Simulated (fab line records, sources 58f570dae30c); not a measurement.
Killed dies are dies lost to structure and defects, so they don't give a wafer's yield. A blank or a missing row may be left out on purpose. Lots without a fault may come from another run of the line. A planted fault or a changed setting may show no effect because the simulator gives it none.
One fault seen from 2 desks | flow berkeley_cmos170 | each desk has only its own numbers; what lay behind them comes last

THE METROLOGY DESK
What the gauges read, lot by lot, whatever tool the lot ran on: means of the sampled wafers that have a number. A lot is out of limits, marked OUT, if its mean lies more than 4 standard deviations from the usual mean; the brackets give that distance.
Columns: A = NWELL_TW at UCB170_NWELL_TW_MEAS_16, usual 1240; B = PWELL_OVL at UCB170_PWELL_OVL_MEAS_13, usual 3 nm
lot  | first seen here | A    | B
L104 | day 2 12:28     | 1232 | 6
L106 | day 2 21:21     | 1254 | 9
L107 | day 3 01:08     | 1238 | -2
L108 | day 3 08:49     | 1248 | -3
L109 | day 3 14:38     | 1235 | 2
L110 | day 3 19:05     | 1235 | -0
L112 | day 4 06:35     | 1229 | -5
L114 | day 4 21:07     | 1231 | 3
L116 | day 5 03:33     | 1236 | 2
L115 | day 5 03:58     | 1238 | 3
L120 | day 6 03:44     | 1243 | -0
L122 | day 6 17:46     | 1227 | -5
L123 | day 6 18:19     | 1233 | 10
L125 | day 7 04:13     | 1251 | 3
This desk's finding: nothing out of limits on any of the 14 lots.

THE TOOL OWNER'S DESK: implanter-03
The tool's own readings at UCB170_PWELL_IMPLANT_15: means of the sampled wafers that have a number, for each lot that ran on this tool. A lot is out of limits, marked OUT, if its mean lies more than 4 standard deviations from the usual mean; the brackets give that distance.
Columns: A = beam_energy_keV at UCB170_PWELL_IMPLANT_15, usual 60.002; B = end_station_pressure_torr at UCB170_PWELL_IMPLANT_15, usual 5e-06 Torr
lot  | first seen here | A                        | B
L106 | day 3 14:26     | 59.989                   | 5e-06
L107 | day 3 17:40     | 60.003                   | 5e-06
L110 | day 4 15:49     | 60.010                   | 5e-06
L112 | day 5 03:28     | 60.017                   | 5e-06
L114 | day 5 18:41     | 63.578 (+99 or more) OUT | 5e-06
L116 | day 6 01:18     | 63.567 (+99 or more) OUT | 5e-06
This desk's finding: out of limits on L114, L116; first on L114, day 5 18:41 (beam_energy_keV at UCB170_PWELL_IMPLANT_15). In limits: L106, L107, L110, L112.

PUT TOGETHER
The tool owner's desk could have raised an alarm at day 5 18:41, on L114, L116.
The metrology desk saw nothing out of limits.
The metrology desk has L114, L116 on record, within its limits.
Of the lots named, all ran UCB170_PWELL_IMPLANT_15 on implanter-03.

WHAT THE SIMULATOR HAD PUT IN
Process parameter drift: implanter-03, from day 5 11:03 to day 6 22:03, at UCB170_PWELL_IMPLANT_15. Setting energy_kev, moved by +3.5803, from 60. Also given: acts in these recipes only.
Lots struck among those shown: L114, L116.
Hours from the fault's start to each desk's first reading out of limits: the tool owner's desk, 8.
